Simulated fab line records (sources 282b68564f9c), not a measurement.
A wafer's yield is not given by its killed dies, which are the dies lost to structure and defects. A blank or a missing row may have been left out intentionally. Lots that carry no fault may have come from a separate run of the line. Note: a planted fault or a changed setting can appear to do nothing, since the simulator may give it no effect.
Code-filled problem report in 8D (eight disciplines) form || flow rit-cmos || the parts of the form that need people (team, actions taken, sign-off) are left out

== 1. WHAT WENT WRONG ==
On 3 wafers of 1 lot, run-length-s at RIT_FOX2_WET_ETCH_03 has a mean of 5426 s; fault-free wafers read 2727 s, standard deviation 3.1. That is +99 or more standard deviations from the usual mean.
The step: etches Si3N4 in H3PO4, target depth 195 nm, time 2700 s.
Seen first at day 6 04:18 on wet-bench-02, wafer L841.4. Wafers with a number at this step in the record: 39, from 13 lots. The rule behind "out" and "out of limits": a value lying over 4 standard deviations away from the usual mean. The other wafers with a number count as sound.

== 2. WHAT IT IS; WHAT IT IS NOT ==
{"question": "which readings at this step", "is": "run-length-s", "is not": "-"}
{"question": "which lots", "is": "L841", "is not": "L821, L822, L825, L826, L827, L828, L830, L835, L837, L842, L843, L844"}
{"question": "which wafers of those lots", "is": "all that have a number", "is not": "-"}
{"question": "read on which tools", "is": "wet-bench-02", "is not": "wet-bench-03, wet-bench-04"}
{"question": "when", "is": "from day 6 04:18", "is not": "up to then (27 sound wafers); but 9 sound wafers of L842, L843, L844 came after"}

== 3. WHAT RULES OUT EACH SUSPECT ==
Counting: a tool stays on the suspect list if, at a process step up to the reading, it processed all lots that are out and no sound lot following the first of them.
- wet-bench-02 at RIT_FOX2_WET_ETCH_03 (etches Si3N4 in H3PO4, target depth 195 nm, time 2700 s): ruled out as a lasting fault. Following L841 (day 6 04:18), the first lot on it that is out, the sound lots L844 were run on it.
Left after counting: nothing in the record.

== 4. THE CAUSE (what the simulator had put in) ==
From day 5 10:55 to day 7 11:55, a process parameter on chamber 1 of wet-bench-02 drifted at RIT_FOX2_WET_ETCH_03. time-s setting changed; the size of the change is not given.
Counting ruled it out, wrongly.

== 5. THE CHAIN OF EFFECTS, in route order ==
Each row: a reading whose mean over the struck wafers that have a number lies more than 3 standard deviations from the usual. Only readings for which the record gives a usual standard deviation are gone through. hours: the time from each lot's start at the first step in this table that gives one to its start at this step, as a median over the lots. sigmas: the change in usual standard deviations.
{"hours": 0, "step": "RIT_FOX2_WET_ETCH_03", "reading": "run-length-s", "usual": "2727 s", "on struck wafers": 5426, "change": "+2699", "sigmas": "+99 or more"}
Here are the process steps it includes:
- RIT_FOX2_WET_ETCH_03: etches Si3N4 in H3PO4, target depth 195 nm, time 2700 s.

== 6. WHAT WOULD HAVE CAUGHT IT SOONER ==
17 hours passed between the start of the fault at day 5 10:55 and the first reading out of limits in this record, taken at day 6 04:18.
